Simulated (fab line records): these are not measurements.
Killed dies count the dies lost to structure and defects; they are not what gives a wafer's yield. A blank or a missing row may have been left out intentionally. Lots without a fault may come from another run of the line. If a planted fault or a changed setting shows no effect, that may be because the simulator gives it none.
Split-lot trial    flow rit_cmos    5 lots, 23 wafers read, on a route of 202 steps

## ON THE SPLIT
At RIT_SPACER_ETCHBACK_05 (etches Si3N4 in SF6/CHF3, stops on SiO2, target depth 250 nm, time 240 s), the setting time_s was moved away from the recipe's 240 s on 10 of the 23 wafers read, by -10.4% to +13.3%. This setting was run at the recipe's value on the other wafers.

## FROM THE SPLIT TO THE READING: what the file shows between them, 21 steps
- RIT_PSD_COAT_01: resist thk 1000 nm (also split here: resist_thk_nm)
- RIT_PSD_SOFTBAKE_02: time 60 s
- RIT_PSD_EXPOSE_03: exposes mask M10, target cd 40900 nm
- RIT_PSD_DEVELOP_05: develop time 50 s
- RIT_PSD_HARDBAKE_07: time 60 s
- RIT_PSD_IMPLANT_08 (also split here: dose_cm2)
- RIT_PSD_STRIP_09: strips in O2, time 180 s
- RIT_SDANNEAL_CLEAN_02: cleans in SC2, time 600 s
- RIT_SDANNEAL_RTA_03: time 5 s
- RIT_SDANNEAL_RS_MEAS_04: measures by four-point-probe
- RIT_SILICIDE_SPUTTER_01: material Ti, target thk 30 nm, time 240 s (also split here: power_w)
- RIT_SILICIDE_RS_MEAS_02: measures by four-point-probe
- RIT_SILICIDE_THK_MEAS_03: measures by xrf
- RIT_CONTACT_EXPOSE_05: exposes mask M11, target cd 1000 nm (also split here: dose_mj)
- RIT_CONTACT_PEB_06
- RIT_CONTACT_DEVELOP_07: develop time 120 s
- RIT_CONTACT_CD_MEAS_08: target cd 1000 nm
- RIT_CONTACT_ETCH_11: etches SiO2 in CHF3/CF4/Ar, stops on TiSi2, target depth 480 nm, time 320 s (also split here: over_etch_frac)
- RIT_CONTACT_STRIP_12: strips in O2, time 180 s
- RIT_CONTACT_CD_MEAS_90: target cd 1000 nm
- RIT_M1_COAT_04: resist thk 1300 nm (also split here: spin_rpm)

## THE READING
etest.pplus_sal.width_nm (the simulator's own value, which no gauge read), in nm, at RIT_M1_PROBE_99. There is no usual value for it anywhere in the file. Average 3448 nm, standard deviation 17 nm, over the 13 wafers here run with the recipe.

wafer   tool, chamber at the split  time_s as run, s  against the recipe  etest.pplus_sal.width_nm, nm  against lot-mates on the recipe
L077.1  rie_diel-04, 1              240               recipe              3469                          -
L077.2  rie_diel-04, 2              272               +13.3%              3515                          +53
L077.3  rie_diel-04, 3              272               +13.3%              3534                          +72
L077.4  rie_diel-04, 0              240               recipe              3455                          -
L077.6  rie_diel-04, 2              272               +13.3%              3534                          +72
L078.1  rie_diel-02, 1              240               recipe              3437                          -
L078.3  rie_diel-02, 2              240               recipe              3428                          -
L078.5  rie_diel-02, 0              240               recipe              3434                          -
L079.2  rie_diel-03, 1              240               recipe              3466                          -
L079.3  rie_diel-03, 2              215.1             -10.4%              3395                          -74
L079.4  rie_diel-03, 3              215.1             -10.4%              3420                          -49
L079.5  rie_diel-03, 3              240               recipe              3472                          -
L079.6  rie_diel-03, 2              240               recipe              3469                          -
L081.1  rie_diel-02, 2              240               recipe              3427                          -
L081.2  rie_diel-02, 3              221               -7.9%               3416                          -27
L081.4  rie_diel-02, 1              240               recipe              3441                          -
L081.5  rie_diel-02, 3              240               recipe              3460                          -
L081.6  rie_diel-02, 0              221               -7.9%               3402                          -41
L084.1  rie_diel-04, 1              240               recipe              3432                          -
L084.2  rie_diel-04, 0              261.7             +9.0%               3472                          +40
L084.3  rie_diel-04, 2              261.7             +9.0%               3500                          +68
L084.4  rie_diel-04, 3              261.7             +9.0%               3495                          +63
L084.5  rie_diel-04, 1              240               recipe              3432                          -

FIT RESULTS
A straight line over all 23 wafers: etest.pplus_sal.width_nm changes by +5.09 nm for each +1% of time_s; r = +0.91; the points scatter about the line by 16 nm.
The same after taking each lot's own level away (the mean of its wafers on the recipe; 23 wafers): +5.33 nm for each +1%; r = +0.96; scatter 11 nm.
According to that fit, moving time_s by its largest amount changes the reading by 71 nm.
From 3432.0 to 3469.0 nm: that is the span of the lots' own levels, equal to 2.2 times the standard deviation above.
The two slopes agree, so the slope changes little with the lot-to-lot level.
Check: with one of the wafers moved furthest among these (+13.3%) left out of the fit, the line predicts +75.7 nm for it against its lot-mates. Against them it came out at +53 nm.

## ADDITIONAL SPLITS CARRIED BY THESE WAFERS
Other splits were also applied to these wafers ahead of the reading. Each is held against what the fit with the lots' levels taken away leaves over:
other split on the same wafers      wafers away from the commonest value  r with etest.pplus_sal.width_nm (lot level and that fit taken away)
RIT_NLDD_COAT_01 resist_thk_nm      11                                    +0.28
RIT_PLDD_SOFTBAKE_02 temp_c         4                                     +0.17
RIT_PSD_COAT_01 resist_thk_nm       6                                     -0.20
RIT_PSD_IMPLANT_08 dose_cm2         6                                     +0.17
RIT_SILICIDE_SPUTTER_01 power_w     10                                    -0.21
RIT_CONTACT_EXPOSE_05 dose_mj       8                                     -0.23
RIT_CONTACT_ETCH_11 over_etch_frac  6                                     -0.11
RIT_M1_COAT_04 spin_rpm             9                                     -0.04

## THE WHOLE CHAIN: every reading that the file lists as answering this split, in the file's order
step                    what it does                                                              reading                                                                         change (the file's fit)                r (the file's)
RIT_SPACER_ETCHBACK_05  etches Si3N4 in SF6/CHF3, stops on SiO2, target depth 250 nm, time 240 s  poly-Si_of_GATE_CVD_08.thk_nm (the simulator's own value, which no gauge read)  -0.668 nm for each +1% of the setting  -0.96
RIT_SPACER_ETCHBACK_05  etches Si3N4 in SF6/CHF3, stops on SiO2, target depth 250 nm, time 240 s  Si3N4_of_SPACER_CVD_03.thk_nm (the simulator's own value, which no gauge read)  -0.496 nm for each +1% of the setting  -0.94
RIT_M1_PROBE_99                                                                                   etest.nmos_0p15.r_on_ohm_um (the simulator's own value, which no gauge read)    +17.6 for each +1% of the setting      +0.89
RIT_M1_PROBE_99                                                                                   etest.nplus_sal.width_nm (the simulator's own value, which no gauge read)       +4.69 nm for each +1% of the setting   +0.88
RIT_M1_PROBE_99                                                                                   etest.pplus_sal.width_nm (the simulator's own value, which no gauge read)       +5.31 nm for each +1% of the setting   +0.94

## THE FILE'S OWN FIT
etest.pplus_sal.width_nm changes by +5.31 nm for each +1% of time_s, r = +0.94.
